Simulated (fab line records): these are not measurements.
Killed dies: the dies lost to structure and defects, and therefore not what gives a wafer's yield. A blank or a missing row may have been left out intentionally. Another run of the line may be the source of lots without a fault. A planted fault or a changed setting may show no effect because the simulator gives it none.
A lot that was struck, set against a sound lot -- flow rit-cmos -- 21 out of 202 route steps
Sound: these wafers, L444.2, L444.3, L444.6. Struck: wafers L458.1, L458.4, L458.6. Last of all comes the cause.
Order at every step that has rows: each side's tool, ch and its chambers, its first start. Under that, the readings that differ: sound wafers -- struck wafers -- difference of the means -- sigmas: that difference in standard deviations of wafers without a fault.
alike: readings whose means differ by less than 2 such deviations, and words and numbers that are the same on both sides. not compared: withheld readings, readings that some wafer has no value for, bounds like >300 that may hide the same value, and numbers for which the record gives no deviation and whose values overlap.
A row with sigmas, a row that says differs or no value, or rows on one side alone: a step with any of these is where the two part. Numbers that have no deviation but don't overlap get no sigmas and don't part them. Lack of a reading on every wafer of one side parts them only where that side has two or more wafers.

first, 4 steps without rows for these wafers: RIT_NLDD_SOFTBAKE_02 (time 60 s); RIT_NLDD_EXPOSE_03 (exposes mask M7, target cd 40700 nm); RIT_NLDD_PEB_04; RIT_NLDD_DEVELOP_05 (develop time 50 s).
RIT_NLDD_OVL_MEAS_06:
  struck on overlay-02, day 6 01:54; sound on overlay-02, day 2 18:01
  alike: NLDD_OVL
then, 2 steps without rows for these wafers: RIT_NLDD_HARDBAKE_07 (time 60 s); RIT_NLDD_IMPLANT_08.
RIT_NLDD_STRIP_09: strips in O2, time 180 s.
  sound on plasma-asher-01 ch 1, day 2 18:20; struck on plasma-asher-03 ch 0, day 6 02:14
reading,sound,struck,difference,sigmas
drypump-motor-current-A (A),5.9 5.9 5.9,5.1 5.1 5.1,-0.8,-2
  not compared: rf-hours-counter-h
RIT_NLDD_TW_MEAS_10:
  struck on film-metro-03, day 6 02:25; sound on film-metro-04, day 2 18:32
  alike: NLDD_TW
then, 3 steps without rows for these wafers: RIT_PLDD_HMDS_00 (prime time 60 s); RIT_PLDD_COAT_01 (resist thk 1000 nm); RIT_PLDD_SOFTBAKE_02 (time 60 s).
RIT_PLDD_EXPOSE_03: exposes mask M8, target cd 40900 nm.
  sound on iline-stepper-01 ch 0, day 2 19:10; struck on iline-stepper-02 ch 0, day 6 03:03
reading,sound,struck,difference,sigmas
mask,M8#0 M8#0 M8#0,M7#0 M7#0 M7#0,differs,
then, 2 steps without rows for these wafers: RIT_PLDD_PEB_04; RIT_PLDD_DEVELOP_05 (develop time 50 s).
RIT_PLDD_OVL_MEAS_06:
  struck on overlay-01, day 6 03:27; sound on overlay-01, day 2 19:34
reading,sound,struck,difference,sigmas
PLDD_OVL (nm),-1.5 0.5 -1.2,- - -,no value on the struck wafers,
then, 2 steps without rows for these wafers: RIT_PLDD_HARDBAKE_07 (time 60 s); RIT_PLDD_IMPLANT_08.
RIT_PLDD_STRIP_09: strips in O2, time 180 s.
  sound on plasma-asher-02 ch 0,1, day 2 19:53; struck on plasma-asher-04 ch 0,1, day 6 03:47
  alike: drypump-motor-current-A
  not compared: rf-hours-counter-h
RIT_PLDD_TW_MEAS_10:
  struck on film-metro-01, day 6 03:58; sound on film-metro-03, day 2 20:04
reading,sound,struck,difference,sigmas
PLDD_TW,2362 2369 2374,30 30 30,-2338,-99 or more
then, 1 step without rows for these wafers: RIT_SPACER_CLEAN_00 (cleans in SC1, time 600 s).

WHERE THEY PART
Last at RIT_PLDD_TW_MEAS_10 as far as this record goes, first at RIT_NLDD_STRIP_09.

WHY: what the simulator had put in
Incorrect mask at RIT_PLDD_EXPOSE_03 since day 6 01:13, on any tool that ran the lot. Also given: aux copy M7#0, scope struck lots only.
